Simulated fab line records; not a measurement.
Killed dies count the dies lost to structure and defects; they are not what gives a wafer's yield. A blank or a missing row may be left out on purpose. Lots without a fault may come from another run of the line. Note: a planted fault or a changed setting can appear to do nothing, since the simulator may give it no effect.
Which tool is to blame? ; flow ritCmos ; 42 wafers from 14 lots sampled at 4 of the route's 202 steps

== WHAT THE GAUGES SHOWED, per wafer ==
RIT_PWELL_TW_MEAS_10.
lot;measured;on;PWELL_TW
L322;day 2 08:57;filmMetro-03;935 931 936
L323;day 2 15:01;filmMetro-04;940 943 942
L324;day 2 15:42;filmMetro-03;935 930 929
L325;day 2 23:58;filmMetro-01;938 938 941
L326;day 3 03:38;filmMetro-03;934 929 937
L327;day 3 06:19;filmMetro-03;936 937 935
L328;day 3 11:12;filmMetro-04;949 947 950
L329;day 3 18:52;filmMetro-01;943 942 945
L330;day 3 23:04;filmMetro-01;940 943 939
L333;day 4 14:10;filmMetro-03;30 30 30
L334;day 4 16:18;filmMetro-04;30 30 30
L336;day 5 05:04;filmMetro-01;944 936 947
L342;day 6 18:16;filmMetro-04;949 950 952
L343;day 6 18:30;filmMetro-01;944 941 940

RIT_NRETRO_TW_MEAS_10.
lot;measured;on;NRETRO_TW
L322;day 2 16:36;filmMetro-01;1031 1033 1031
L323;day 2 22:34;filmMetro-02;1062 1062 1060
L324;day 2 23:28;filmMetro-04;1039 1038 1036
L325;day 3 06:50;filmMetro-01;1033 1037 1038
L326;day 3 12:03;filmMetro-02;1051 1046 1046
L327;day 3 14:02;filmMetro-02;1045 1046 1051
L328;day 3 19:07;filmMetro-02;1045 1051 1051
L329;day 4 01:56;filmMetro-01;1032 1031 1032
L330;day 4 09:01;filmMetro-02;1055 1060 1064
L333;day 4 22:37;filmMetro-04;30 30 30
L334;day 4 23:12;filmMetro-02;30 30 30
L336;day 5 12:17;filmMetro-01;1034 1038 1038
L342;day 7 04:28;filmMetro-04;1041 1045 1044
L343;day 7 02:36;filmMetro-04;1043 1047 1041

RIT_PRETRO_TW_MEAS_10.
lot;measured;on;PRETRO_TW
L322;day 2 18:09;filmMetro-02;478 479 478
L323;day 3 00:15;filmMetro-03;466 463 465
L324;day 3 01:08;filmMetro-01;468 469 468
L325;day 3 08:31;filmMetro-01;466 470 468
L326;day 3 13:44;filmMetro-03;467 466 464
L327;day 3 15:35;filmMetro-01;466 467 465
L328;day 3 20:40;filmMetro-03;464 468 465
L329;day 4 03:37;filmMetro-03;465 465 466
L330;day 4 10:41;filmMetro-02;479 480 477
L333;day 5 00:10;filmMetro-01;30 30 30
L334;day 5 00:45;filmMetro-01;30 30 30
L336;day 5 14:04;filmMetro-03;467 464 463
L342;day 7 06:28;filmMetro-01;471 468 471
L343;day 7 04:19;filmMetro-01;468 469 471

== TOOL THAT RAN EACH LOT (tool first, then ch and the chambers of the sampled wafers, then the start) ==
lot;RIT_NWELL_STRIP_09
L322;plasmaAsher-02 ch 0,1, day 2 07:01
L323;plasmaAsher-02 ch 0,1, day 2 13:05
L324;plasmaAsher-04 ch 1, day 2 13:58
L325;plasmaAsher-02 ch 0,1, day 2 22:12
L326;plasmaAsher-03 ch 0,1, day 3 01:49
L327;plasmaAsher-03 ch 0,1, day 3 04:28
L328;plasmaAsher-03 ch 0,1, day 3 09:21
L329;plasmaAsher-02 ch 0,1, day 3 16:53
L330;plasmaAsher-04 ch 0,1, day 3 21:11
L333;plasmaAsher-03 ch 0,1, day 4 12:29
L334;plasmaAsher-04 ch 0,1, day 4 14:34
L336;plasmaAsher-04 ch 0,1, day 5 03:22
L342;plasmaAsher-02 ch 0,1, day 6 16:25
L343;plasmaAsher-04 ch 0,1, day 6 16:39
- RIT_NWELL_STRIP_09: strips in O2, time 180 s.

== WHAT THE TOOLS THEMSELVES READ (means of the sampled wafers that have a number; where no wafer has one, the mark that the record gives instead) ==
RIT_NWELL_STRIP_09.
lot;tool;chamberPressureMTorr (mTorr);drypumpMotorCurrentA (A)
L322;plasmaAsher-02;3999;5.6
L323;plasmaAsher-02;3998;6.1
L324;plasmaAsher-04;4001;5.7
L325;plasmaAsher-02;3998;5.6
L326;plasmaAsher-03;4002;5.7
L327;plasmaAsher-03;3995;6.0
L328;plasmaAsher-03;4000;5.7
L329;plasmaAsher-02;4000;5.6
L330;plasmaAsher-04;4002;5.8
L333;plasmaAsher-03;-;-
L334;plasmaAsher-04;-;-
L336;plasmaAsher-04;3999;5.8
L342;plasmaAsher-02;4001;6.1
L343;plasmaAsher-04;4006;5.7

== THE ANSWER, worked out from the rows above alone ==
Rule: what is usual is taken from the lots themselves. The widest of any qualifying gaps counts: lots, ordered by their means at a reading, are off when they make up no more than a third of the lots, leave a main group of 4 or more, and stand apart from it by 3 or more times the standard deviation of that group's means. A main group is skipped when, at the precision printed for the reading in the tables above, its means are all equal. A lot without any number at a reading at which 4 lots or more have one is off too. Where the step has rows for the other lots, those lots are counted as sound. The gauges are gone through in route order, then the tools' own readings, and for those a lot's mean is taken as printed above. At the first step where some lot is off, the reading lying furthest off is the one used; lots without a number count as furthest.
Off: at RIT_PWELL_TW_MEAS_10 (PWELL_TW), L333, L334. Mean 940 and standard deviation 5.6 in the main group.
A tool fits if, at a process step before that reading, it ran every lot that is off, and no sound lot after the first of them. Not tried: the gauges at RIT_PWELL_TW_MEAS_10; whatever is off there is also off at RIT_PRETRO_TW_MEAS_10, on other tools, and gauge error can't account for it. None of those tried fits.

== WHAT THE SIMULATOR PUT IN ==
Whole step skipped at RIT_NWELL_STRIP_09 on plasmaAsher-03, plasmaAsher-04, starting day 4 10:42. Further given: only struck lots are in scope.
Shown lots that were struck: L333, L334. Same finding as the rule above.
